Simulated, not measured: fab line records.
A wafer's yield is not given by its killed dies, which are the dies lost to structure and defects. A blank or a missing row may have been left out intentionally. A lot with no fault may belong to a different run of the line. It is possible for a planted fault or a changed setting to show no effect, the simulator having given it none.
Comparing a struck lot with a sound one    flow rit-cmos    34 steps out of a route of 202
Sound: these wafers, L436.1, L436.2, L436.4. Struck: wafers L448.1, L448.2, L448.4. Last of all comes the cause.
Order at every step that has rows: each side's tool, ch and its chambers, its first start. Under that, the readings that differ: sound wafers    struck wafers    difference of the means    sigmas: that difference in standard deviations of wafers without a fault.
alike: same words and numbers on both sides, and readings whose means sit less than 2 such deviations apart. not compared: any withheld reading, any reading some wafer has no value for, any bound like >300 that may hide the same value, and any number with overlapping values for which the record gives no deviation.
The two part at a step that has a row with sigmas, a row that says differs or no value, or rows on one side only. Non-overlapping numbers with no deviation appear without sigmas and do not part them. Lack of a reading on every wafer of one side parts them only where that side has two or more wafers.

first, 2 steps without rows for these wafers: RIT_SPACER_CLEAN_02 (cleans in SC2, time 600 s); RIT_SPACER_CVD_03 (deposits Si3N4 from SiH2Cl2/NH3, target thk 250 nm, time 3300 s).
RIT_SPACER_THK_MEAS_04:
  sound: film-metro-02 at day 3 09:35; struck: film-metro-01 at day 5 20:58
  alike: SPACER_NITRIDE_THK
RIT_SPACER_ETCHBACK_05: etches Si3N4 in SF6/CHF3, stops on SiO2, target depth 250 nm, time 240 s.
  sound on rie-diel-03 ch 1,2,3, day 3 09:38; struck on rie-diel-04 ch 0,2, day 5 21:02
  alike: drypump-motor-current-A, oes-product-au, throttle-valve-pct
  not compared: rf-hours-counter-h
then, 6 steps without rows for these wafers: RIT_NSD_HMDS_00 (prime time 60 s); RIT_NSD_COAT_01 (resist thk 1000 nm); RIT_NSD_SOFTBAKE_02 (time 60 s); RIT_NSD_EXPOSE_03 (exposes mask M9, target cd 40700 nm); RIT_NSD_PEB_04; RIT_NSD_DEVELOP_05 (develop time 50 s).
RIT_NSD_OVL_MEAS_06:
  sound: overlay-01 at day 3 10:43; struck: overlay-02 at day 5 22:02
  alike: NSD_OVL
then, 1 step without rows for these wafers: RIT_NSD_HARDBAKE_07 (time 60 s).
RIT_NSD_IMPLANT_08:
  sound on implanter-02 ch 0, day 3 10:53; struck on implanter-02 ch 0, day 5 22:20
RIT_NSD_STRIP_09: strips in O2, time 180 s.
  sound on plasma-asher-04 ch 0,1, day 3 11:02; struck on plasma-asher-02 ch 0,1, day 5 22:29
reading                      sound        struck       difference  sigmas
drypump-motor-current-A (A)  5.4 5.2 5.2  5.4 6.4 6.4  +0.8        +3
  not compared: rf-hours-counter-h
RIT_NSD_TW_MEAS_10:
  sound: film-metro-01 at day 3 11:13; struck: film-metro-04 at day 5 22:39
  alike: NSD_TW
then, 6 steps without rows for these wafers: RIT_PSD_HMDS_00 (prime time 60 s); RIT_PSD_COAT_01 (resist thk 1000 nm); RIT_PSD_SOFTBAKE_02 (time 60 s); RIT_PSD_EXPOSE_03 (exposes mask M10, target cd 40900 nm); RIT_PSD_PEB_04; RIT_PSD_DEVELOP_05 (develop time 48.93 s).
RIT_PSD_OVL_MEAS_06:
  sound: overlay-02 at day 3 12:15; struck: overlay-01 at day 5 23:34
  alike: PSD_OVL
then, 2 steps without rows for these wafers: RIT_PSD_HARDBAKE_07 (time 60 s); RIT_PSD_IMPLANT_08.
RIT_PSD_STRIP_09: strips in O2, time 180 s.
  sound on plasma-asher-04 ch 0,1, day 3 12:35; struck on plasma-asher-04 ch 0,1, day 5 23:54
  alike: drypump-motor-current-A
  not compared: rf-hours-counter-h
RIT_PSD_TW_MEAS_10:
  sound: film-metro-01 at day 3 12:46; struck: film-metro-02 at day 6 00:05
  alike: PSD_TW
then, 3 steps without rows for these wafers: RIT_SDANNEAL_CLEAN_00 (cleans in SC1, time 600 s); RIT_SDANNEAL_CLEAN_01 (cleans in dHF, time 30 s); RIT_SDANNEAL_CLEAN_02 (cleans in SC2, time 600 s).
RIT_SDANNEAL_RTA_03: time 5 s.
  sound on rtp-anneal-01 ch 0, day 3 13:11; struck on rtp-anneal-01 ch 0, day 6 00:30
  alike: ramp-down-c-per-s, wafer_temp_C_max
RIT_SDANNEAL_RS_MEAS_04: a four-point-probe measurement.
  sound: film-metro-01 at day 3 13:19; struck: film-metro-01 at day 6 00:34
  alike: PSD_RS
RIT_SDANNEAL_RS_MEAS_05: a four-point-probe measurement.
  sound: film-metro-01 at day 3 13:26; struck: film-metro-01 at day 6 00:41
reading          sound              struck  difference                     sigmas
NSD_RS (ohm/sq)  83.71 83.99 84.06  - - -   no value on the struck wafers  
RIT_SDANNEAL_RS_MEAS_06: a four-point-probe measurement.
  sound: film-metro-01 at day 3 13:33; struck: film-metro-01 at day 6 00:48
  alike: PLDD_RS
RIT_M1_PROBE_99:
  sound: prober-02 at day 3 20:56; struck: prober-02 at day 6 08:03
reading                                  sound              struck             difference  sigmas
model.etest.contact-nplus.end-ohm-um     39.77 42.12 41.16  42.97 44.42 43.6   +2.65       
model.etest.diode-nplus-pwell.bv-v (V)   5.922 5.918 5.956  5.762 5.789 5.764  -0.160      
model.etest.nmos_0p3.bv-v (V)            5.476 5.485 5.494  5.39 5.401 5.393   -0.09       
model.etest.nmos_0p15.bv-v (V)           5.476 5.485 5.492  5.39 5.401 5.393   -0.09       
model.etest.diode-nplus-pwell.cj-ff-um2  2.083 2.09 2.092   2.152 2.136 2.147  +0.057      
model.etest.diode-nplus-comb.cj-ff-um2   2.627 2.665 2.649  2.732 2.692 2.731  +0.071      
  alike: killed-at-front-end, killed-dies, killed-open, killed-short

== WHERE THEY PART ==
Earliest at RIT_NSD_STRIP_09; latest, in this record, at RIT_SDANNEAL_RS_MEAS_05. Later steps at which nothing parts them and some readings are alike: RIT_SDANNEAL_RS_MEAS_06, RIT_M1_PROBE_99.

WHY: what had been put in by the simulator
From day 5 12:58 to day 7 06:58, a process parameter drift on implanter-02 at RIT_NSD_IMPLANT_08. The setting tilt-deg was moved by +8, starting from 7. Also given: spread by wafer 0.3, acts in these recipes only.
